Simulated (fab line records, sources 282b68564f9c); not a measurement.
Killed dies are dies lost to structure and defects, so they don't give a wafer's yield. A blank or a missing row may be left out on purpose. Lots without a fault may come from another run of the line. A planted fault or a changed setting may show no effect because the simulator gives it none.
fab line records | flow rit_cmos
record lots=6 wafers=18 last_day=7
route steps=202 shown PWELL@43 WELLDRIVE@50 NWELL@51 NRETRO@53 M1@202
lots that met no fault: from a run of the same line without faults
start_h: hours from the record's first day to the start of the lot's first wafer shown | wait_h: hours since the lot's step before | " the same as in the row above | L1.1+2: a row that stands for several wafers | - no value, or no start given | * or withheld: withheld | < > ~ a bound
route shown NAME@n: a module of which the file shows steps, and the number in the route of the first | usual: mean/standard deviation of fault-free wafers | same: alike in all rows | chamber/n: place in a boat | sites: the reading at each site | _std_site: their standard deviation | _edge_site: outer sites' mean less inner sites' | radius_mm: how far each site lies from the wafer's centre | mask NAME#n: copy n | behind: the tool/chamber that last shaped the wafer | hold: why the lot was held/for how many hours/how that ended | device: the transistor (n, p or np) that didn't switch | end of line: the same wafers' tests at the end of the route | a step without rows: its recipe alone | killed: dies lost to structure and defects at the first sort, not the wafer's yield | map: a wafer's dies, x killed, . not, _ none there
set.NAME: the setting as run; set.NAME@STEP: as run at that earlier step | model.NAME: the simulator's own value behind a step, which no gauge read
lots at some steps of the route; a table a step, a row a wafer
services: from which hour (start_h, from the record's first day; less than 0 if before it) a tool's chamber was out of use, for how many hours, and why
## steps
# step RIT_PWELL_PEB_04
# recipe resist=NOVOLAK temp_c=withheld time_s=withheld
# step RIT_PWELL_DEVELOP_05
# recipe resist=NOVOLAK develop_time_s=68 dev_temp_c=23
# step RIT_PWELL_OVL_MEAS_06
# usual PWELL_OVL=-0.2/1.6
# columns lot.wafer tool chamber start_h wait_h PWELL_OVL[nm]
L222.2 overlay-02 - 31.93 - -1.5
L222.4 " - " " -1.1
L222.6 " - " " -2.0
L229.1 overlay-01 - 67.68 - -0.7
L229.3 " - " " 0.0
L229.4 " - " " 0.6
L231.3 overlay-01 - 78.60 - -0.2
L231.4 " - " " -1.6
L231.5 " - " " 0.9
L232.1 overlay-01 - 84.78 - -2.7
L232.2 " - " " -2.3
L232.6 " - " " -3.3
L240.2 overlay-01 - 124.91 - 0.0
L240.4 " - " " 0.1
L240.6 " - " " -0.7
L243.1 overlay-02 - 138.68 - 1.3
L243.2 " - " " 1.9
L243.6 " - " " 2.0
# step RIT_PWELL_HARDBAKE_07
# recipe resist=NOVOLAK temp_c=140 time_s=120
# step RIT_PWELL_IMPLANT_08
# recipe species=B energy_kev=170 dose_cm2=7e+13 tilt_deg=7
# step RIT_PWELL_STRIP_09
# recipe chemistry=O2 time_s=180 resist=NOVOLAK platen_temp_c=withheld power_w=500 pressure_mtorr=4000 o2_flow_sccm=4000
# usual drypump_motor_current_A=5.7/0.65
# columns lot.wafer tool chamber start_h wait_h drypump_motor_current_A rf_hours_counter_h
L222.2 plasma_asher-02 1 32.47 0.1 6.2 39
L222.4 " 0 " " 5.3 -
L222.6 " 0 " " 5.3 -
L229.1 plasma_asher-02 0 68.12 0.1 5.3 43
L229.3 " 1 " " 6.2 -
L229.4 " 0 " " 5.3 -
L231.3 plasma_asher-03 1 79.08 0.1 5.0 -
L231.4 " 0 " " 6.3 -
L231.5 " 0 " " 6.3 -
L232.1 plasma_asher-04 0 85.22 0.1 5.0 45
L232.2 " 1 " " 6.6 45
L232.6 " 1 " " 6.6 -
L240.2 plasma_asher-02 0 125.40 0.1 5.3 1
L240.4 " 0 " " 5.3 -
L240.6 " 0 " " 5.3 -
L243.1 plasma_asher-02 0 139.12 0.1 5.3 2
L243.2 " 1 " " 6.2 2
L243.6 " 1 " " 6.2 -
# step RIT_PWELL_TW_MEAS_10
# usual PWELL_TW=949/5.4
# columns lot.wafer tool chamber start_h wait_h PWELL_TW
L222.2 film_metro-04 - 32.66 0.1 951
L222.4 " - " " 948
L222.6 " - " " 948
L229.1 film_metro-04 - 68.29 0.1 958
L229.3 " - " " 954
L229.4 " - " " 951
L231.3 film_metro-04 - 79.22 0.1 946
L231.4 " - " " 947
L231.5 " - " " 943
L232.1 film_metro-03 - 85.39 0.1 939
L232.2 " - " " 946
L232.6 " - " " 942
L240.2 film_metro-04 - 125.58 0.1 958
L240.4 " - " " 950
L240.6 " - " " 950
L243.1 film_metro-04 - 139.29 0.1 958
L243.2 " - " " 951
L243.6 " - " " 957
# step RIT_WELLDRIVE_ANNEAL_00
# recipe temp_c=1100 time_s=14700 ambient=N2
# step RIT_WELLDRIVE_RS_MEAS_01
# recipe thk_meas_gauge=four-point-probe
# usual NWELL_RS=275.1/0.76
# columns lot.wafer tool chamber start_h wait_h NWELL_RS[ohm/sq]
L222.2 film_metro-04 - 37.81 0.0 274.9
L222.4 " - " " 275.2
L222.6 " - " " 274.6
L229.1 film_metro-01 - 73.44 0.0 275.4
L229.3 " - " " 274.9
L229.4 " - " " 276.3
L231.3 film_metro-03 - 84.95 0.0 276.0
L231.4 " - " " 275.4
L231.5 " - " " 274.7
L232.1 film_metro-03 - 92.14 0.0 274.4
L232.2 " - " " 274.4
L232.6 " - " " 275.4
L240.2 film_metro-04 - 132.16 0.0 275.4
L240.4 " - " " 276.3
L240.6 " - " " 275.5
L243.1 film_metro-04 - 144.44 0.0 275.6
L243.2 " - " " 274.4
L243.6 " - " " 273.7
# step RIT_WELLDRIVE_RS_MEAS_02
# recipe thk_meas_gauge=four-point-probe
# usual PWELL_RS=428.7/1
# columns lot.wafer tool chamber start_h wait_h PWELL_RS[ohm/sq]
L222.2 film_metro-04 - 39.99 2.2 430.3
L222.4 " - " " 430.3
L222.6 " - " " 430.6
L229.1 film_metro-01 - 73.56 0.1 428.7
L229.3 " - " " 428.4
L229.4 " - " " 428.8
L231.3 film_metro-03 - 85.07 0.1 428.7
L231.4 " - " " 429.0
L231.5 " - " " 428.7
L232.1 film_metro-03 - 92.26 0.1 429.9
L232.2 " - " " 428.4
L232.6 " - " " 429.1
L240.2 film_metro-04 - 132.28 0.1 426.8
L240.4 " - " " 429.1
L240.6 " - " " 429.3
L243.1 film_metro-04 - 144.56 0.1 427.5
L243.2 " - " " 426.7
L243.6 " - " " 427.4
# step RIT_NRETRO_HMDS_00
# recipe prime_time_s=60 prime_temp_c=140
# step RIT_NRETRO_COAT_01
# recipe resist=NOVOLAK spin_rpm=2000 resist_thk_nm=1300
# step RIT_NRETRO_SOFTBAKE_02
# recipe resist=NOVOLAK temp_c=90 time_s=60
# usual heater_power_total_W=34.57/0.05 plate_temp_C=89.99/0.13 resist_line_temp_C=23.01/0.11
# columns lot.wafer tool chamber start_h wait_h heater_power_total_W plate_temp_C resist_line_temp_C
L222.2 litho_track-01 0 40.42 0.1 34.59 90.08 22.88
L222.4 " 0 " " 34.55 90.05 23.07
L222.6 " 0 " " 34.62 89.96 22.89
L229.1 litho_track-04 0 74.04 0.1 34.48 89.66 23.17
L229.3 " 0 " " 34.46 89.96 23.09
L229.4 " 0 " " 34.54 90.15 23.07
L231.3 litho_track-04 0 85.50 0.1 35.01 90.48 23.19
L231.4 " 0 " " 35.04 90.57 23.30
L231.5 " 0 " " 34.98 90.71 23.24
L232.1 litho_track-04 0 92.68 0.1 34.91 90.76 22.85
L232.2 " 0 " " 35.01 90.66 22.93
L232.6 " 0 " " 34.93 90.55 23.01
L240.2 litho_track-02 0 132.85 0.1 34.60 89.89 23.19
L240.4 " 0 " " 34.54 89.95 23.15
L240.6 " 0 " " 34.62 89.95 23.00
L243.1 litho_track-02 0 145.16 0.1 34.55 89.85 22.93
L243.2 " 0 " " 34.54 90.05 22.88
L243.6 " 0 " " 34.55 89.94 23.08
# step RIT_NRETRO_EXPOSE_03
# recipe mask_id=M4 na=0.57 target_cd_nm=43900 dose_mj=250
# step RIT_M1_PROBE_99
# usual killed_at_M0_to_M3=0.0/0.12 killed_at_front_end=6.6/2.7 killed_dies=6.6/2.7 killed_open=3.3/1.8 killed_short=3.4/1.9
# same gross_dies=264 killed_at_M4_up=0 killed_at_back_side=0 killed_at_contacts=0 killed_at_other=0
# columns lot.wafer tool chamber start_h wait_h killed_at_M0_to_M3 killed_at_front_end killed_dies killed_open killed_short
L222.2 prober-01 - 68.18 0.1 0 11 11 4 7
L222.4 prober-01 - 68.28 0.2 0 12 12 7 5
L222.6 prober-01 - 68.38 0.2 0 6 6 3 3
L229.1 prober-02 - 106.03 0.1 0 3 3 2 1
L229.3 prober-02 - 106.13 0.2 0 8 8 2 6
L229.4 prober-02 - 106.18 0.2 0 9 9 3 6
L231.3 prober-02 - 117.08 0.2 0 8 8 3 5
L231.4 prober-02 - 117.13 0.2 0 11 11 6 5
L231.5 prober-02 - 117.18 0.2 1 8 9 8 1
L232.1 prober-01 - 125.93 0.1 0 6 6 3 3
L232.2 prober-01 - 125.98 0.1 0 6 6 3 3
L232.6 prober-01 - 126.18 0.2 0 7 7 1 6
L240.2 prober-01 - 164.23 0.1 0 9 9 5 4
L240.4 prober-01 - 164.33 0.2 0 9 9 5 4
L240.6 prober-01 - 164.43 0.2 0 10 10 5 5
L243.1 prober-02 - 173.53 0.1 0 6 6 4 2
L243.2 prober-02 - 173.58 0.1 0 7 7 4 3
L243.6 prober-02 - 173.78 0.2 0 4 4 2 2
# killed by level:class
L222.2 GATE:geometric_particle:short=6 GATE:geometric_particle:open=3 REOX:geometric_particle:open=1 SILICIDE:geometric_particle:short=1
L222.4 GATE:geometric_particle:open=3 FOX2:geometric_particle:open=2 GATE:geometric_particle:short=2 FOX1:geometric_particle:short=1 FOX2:geometric_particle:short=1 REOX:geometric_particle:open=1 SPACER:geometric_particle:short=1 SPACER:geometric_particle:open=1
L222.6 GATE:geometric_particle:short=2 FOX1:geometric_particle:open=1 GATE:geometric_particle:open=1 REOX:geometric_particle:short=1 SPACER:geometric_particle:open=1
L229.1 GATE:geometric_particle:open=1 GATE:geometric_particle:short=1 REOX:geometric_particle:open=1
L229.3 FOX1:geometric_particle:short=3 GATE:geometric_particle:short=2 FOX1:geometric_particle:open=1 GATE:geometric_particle:open=1 SILICIDE:geometric_particle:short=1
L229.4 GATE:geometric_particle:short=3 SILICIDE:geometric_particle:open=2 SILICIDE:geometric_particle:short=2 ACTIVE:geometric_particle:short=1 FOX1:geometric_particle:open=1
L231.3 SILICIDE:geometric_particle:open=3 GATE:geometric_particle:short=2 SPACER:geometric_particle:short=2 SILICIDE:geometric_particle:short=1
L231.4 GATE:geometric_particle:open=3 REOX:geometric_particle:short=2 SPACER:geometric_particle:short=2 FOX2:geometric_particle:open=1 SPACER:geometric_particle:open=1 SILICIDE:geometric_particle:open=1 SILICIDE:geometric_particle:short=1
L231.5 SILICIDE:geometric_particle:open=3 FOX2:geometric_particle:open=2 SPACER:geometric_particle:open=2 GATE:geometric_particle:open=1 M1:geometric_particle:short=1
L232.1 GATE:geometric_particle:open=2 SPACER:geometric_particle:short=2 GATE:geometric_particle:short=1 SILICIDE:geometric_particle:open=1
L232.2 FOX1:geometric_particle:open=2 ACTIVE:geometric_particle:short=1 GATE:geometric_particle:short=1 SPACER:geometric_particle:short=1 SPACER:geometric_particle:open=1
L232.6 SPACER:geometric_particle:short=2 FOX1:geometric_particle:short=1 FOX2:geometric_particle:short=1 GATE:geometric_particle:short=1 GATE:geometric_particle:open=1 REOX:geometric_particle:short=1
L240.2 REOX:geometric_particle:short=3 FOX1:geometric_particle:open=2 GATE:geometric_particle:open=1 GATE:geometric_particle:short=1 REOX:geometric_particle:open=1 SPACER:geometric_particle:open=1
L240.4 GATE:geometric_particle:open=3 REOX:geometric_particle:short=2 REOX:geometric_particle:open=2 FOX2:geometric_particle:short=1 GATE:geometric_particle:short=1
L240.6 SPACER:geometric_particle:open=3 SPACER:geometric_particle:short=2 ACTIVE:geometric_particle:short=1 FOX1:geometric_particle:short=1 GATE:geometric_particle:short=1 GATE:geometric_particle:open=1 REOX:geometric_particle:open=1
L243.1 SPACER:geometric_particle:open=2 GATE:geometric_particle:open=1 GATE:geometric_particle:short=1 SPACER:geometric_particle:short=1 SILICIDE:geometric_particle:open=1
L243.2 FOX1:geometric_particle:open=1 GATE:geometric_particle:open=1 REOX:geometric_particle:open=1 REOX:geometric_particle:short=1 SPACER:geometric_particle:short=1 SPACER:geometric_particle:open=1 SILICIDE:geometric_particle:short=1
L243.6 FOX2:geometric_particle:open=2 FOX2:geometric_particle:short=1 GATE:geometric_particle:short=1
## services
# columns tool chamber start_h hours kind
plasma_asher-03 - 11.19 8.2 pm
plasma_asher-04 - 39.45 0.6 repair
plasma_asher-02 - 108.75 9.0 pm
plasma_asher-02 0 108.75 9.0 vent_cycle
plasma_asher-02 1 108.75 9.0 vent_cycle
plasma_asher-03 - 111.94 2.0 repair
plasma_asher-02 0 117.75 - clean
plasma_asher-02 1 117.75 - clean
plasma_asher-03 - 139.40 2.8 pm
## key
first_sign step=RIT_NRETRO_SOFTBAKE_02 reading=heater_power_total_W direction=up sigmas=8.2 usual=34.57 struck=34.98
effect step=RIT_NRETRO_SOFTBAKE_02 reading=plate_temp_C direction=up sigmas=4.8 usual=* struck=*
met_at RIT_NRETRO_SOFTBAKE_02
struck_wafers L231.3,L231.4,L231.5,L232.1,L232.2,L232.6
tester_left_out L231,L232
onset_between 74.04 85.50
fault kind=process_parameter_drift tool=litho_track-04 chamber=- onset_h=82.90 steps=RIT_NRETRO_SOFTBAKE_02 channel=temp_c offset=* shape=step end_h=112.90 acts_in=* stated=*
# tester_left_out: of these lots the tester's yield and bins aren't shown, on N5 and GAA mostly nor the transistor test; their killed dies are dies lost to structure and defects alone, not to doping, threshold or leakage, so they don't give the yield
